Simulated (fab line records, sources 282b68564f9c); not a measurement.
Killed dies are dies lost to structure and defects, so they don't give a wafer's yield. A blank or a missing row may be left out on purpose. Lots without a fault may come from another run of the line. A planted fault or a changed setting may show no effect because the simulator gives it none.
fab line records | flow rit_cmos
record lots=14 wafers=42 last_day=8
route steps=202 shown SDANNEAL@155 M1@202
lots that met no fault: from a run of the same line without faults
start_h: hours from the record's first day to the start of the lot's first wafer shown | wait_h: hours since the lot's step before | " the same as in the row above | L1.1+2: a row that stands for several wafers | - no value, or no start given | * or withheld: withheld | < > ~ a bound
route shown NAME@n: a module of which the file shows steps, and the number in the route of the first | usual: mean/standard deviation of fault-free wafers | same: alike in all rows | chamber/n: place in a boat | sites: the reading at each site | _std_site: their standard deviation | _edge_site: outer sites' mean less inner sites' | radius_mm: how far each site lies from the wafer's centre | mask NAME#n: copy n | behind: the tool/chamber that last shaped the wafer | hold: why the lot was held/for how many hours/how that ended | device: the transistor (n, p or np) that didn't switch | end of line: the same wafers' tests at the end of the route | a step without rows: its recipe alone | killed: dies lost to structure and defects at the first sort, not the wafer's yield | map: a wafer's dies, x killed, . not, _ none there
set.NAME: the setting as run; set.NAME@STEP: as run at that earlier step | model.NAME: the simulator's own value behind a step, which no gauge read
steps of the route over a sample of lots; a table a step, a row a wafer
services: from which hour (start_h, from the record's first day; less than 0 if before it) a tool's chamber was out of use, for how many hours, and why
## steps
# step RIT_SDANNEAL_CLEAN_02
# recipe chemistry=SC2 mix=3:3:50 time_s=600 temp_c=75 dry=n2_spin
# columns lot.wafer tool chamber start_h wait_h
L828.1+3+6 wet_bench-04 2 63.82 0.0
L829.2+4+6 wet_bench-03 1 67.38 0.0
L830.1+5+6 wet_bench-02 1 74.72 0.0
L832.3+5+6 wet_bench-02 2 86.22 0.0
L833.1+3+4 wet_bench-03 0 89.25 0.0
L834.2+4+6 wet_bench-03 2 96.63 0.0
L835.1+3+6 wet_bench-03 1 100.90 0.0
L838.1+2+3 wet_bench-02 1 121.00 0.0
L841.1+4+6 wet_bench-02 3 146.07 0.0
L844.1+4+6 wet_bench-03 0 171.94 0.0
L845.2+3+4 wet_bench-03 0 172.18 0.0
L847.3+4+5 wet_bench-03 3 176.40 0.0
L849.1+3+4 wet_bench-03 3 185.49 0.0
L848.1+2+3 wet_bench-04 3 186.70 0.0
# step RIT_M1_PROBE_99
# usual killed_at_contacts=0.1/0.3 killed_at_front_end=7/3.1 killed_dies=7/3.1 killed_on_rim=1.9/1.5 killed_open=3.8/2.3 killed_short=3.2/1.9
# same gross_dies=264 killed_at_M0_to_M3=0 killed_at_M4_up=0 killed_at_back_side=0 killed_at_other=0
# columns lot.wafer tool chamber start_h wait_h killed_at_contacts killed_at_front_end killed_dies killed_on_rim killed_open killed_short
L838.1 prober-01 - 128.48 0.1 0 38 38 13 1 4
L838.2 prober-01 - 128.53 0.1 0 39 39 10 4 2
L838.3 prober-01 - 128.58 0.2 0 40 40 10 3 0
L841.1 prober-01 - 153.93 0.1 0 34 34 11 2 2
L841.4 prober-01 - 154.08 0.2 0 37 37 11 1 5
L841.6 prober-01 - 154.18 0.2 0 38 38 11 2 4
# killed by level:class
L838.1 SDANNEAL:unspecified=33 GATE:geometric_particle:short=3 FOX2:geometric_particle:short=1 GATE:geometric_particle:open=1
L838.2 SDANNEAL:unspecified=33 GATE:geometric_particle:open=2 SPACER:geometric_particle:open=2 GATE:geometric_particle:short=1 REOX:geometric_particle:short=1
L838.3 SDANNEAL:unspecified=35 REOX:geometric_particle:open=2 NRETRO:coat_microbubble_printed=2 GATE:geometric_particle:open=1
L841.1 SDANNEAL:unspecified=30 GATE:geometric_particle:open=2 FOX1:geometric_particle:short=1 GATE:geometric_particle:short=1
L841.4 SDANNEAL:unspecified=31 FOX2:geometric_particle:short=2 GATE:geometric_particle:short=2 FOX2:geometric_particle:open=1 SILICIDE:geometric_particle:short=1
L841.6 SDANNEAL:unspecified=32 FOX2:geometric_particle:short=2 FOX1:geometric_particle:open=1 FOX1:geometric_particle:short=1 GATE:geometric_particle:open=1 REOX:geometric_particle:short=1
## services
# columns tool chamber start_h hours kind
wet_bench-03 - 74.90 1.9 pm
wet_bench-04 - 88.83 1.9 pm
wet_bench-04 - 103.31 1.6 repair
wet_bench-03 - 107.65 11.5 repair
## key
first_sign step=RIT_M1_PROBE_99 reading=killed_dies direction=up sigmas=10 usual=7 struck=38
effect step=RIT_M1_PROBE_99 reading=killed_at_front_end direction=up sigmas=10 usual=7 struck=38
met_at RIT_SDANNEAL_CLEAN_02
struck_lots L838,L841
tester_left_out L838,L841
onset_between 86.22 121.00
fault kind=chamber_particle_source tool=wet_bench-02 chamber=- onset_h=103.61 steps=RIT_SDANNEAL_CLEAN_02 rate_per_visit_cm2=2.0881 end_h=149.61
# tester_left_out: of these lots the tester's yield and bins aren't shown, on N5 and GAA mostly nor the transistor test; their killed dies are dies lost to structure and defects alone, not to doping, threshold or leakage, so they don't give the yield
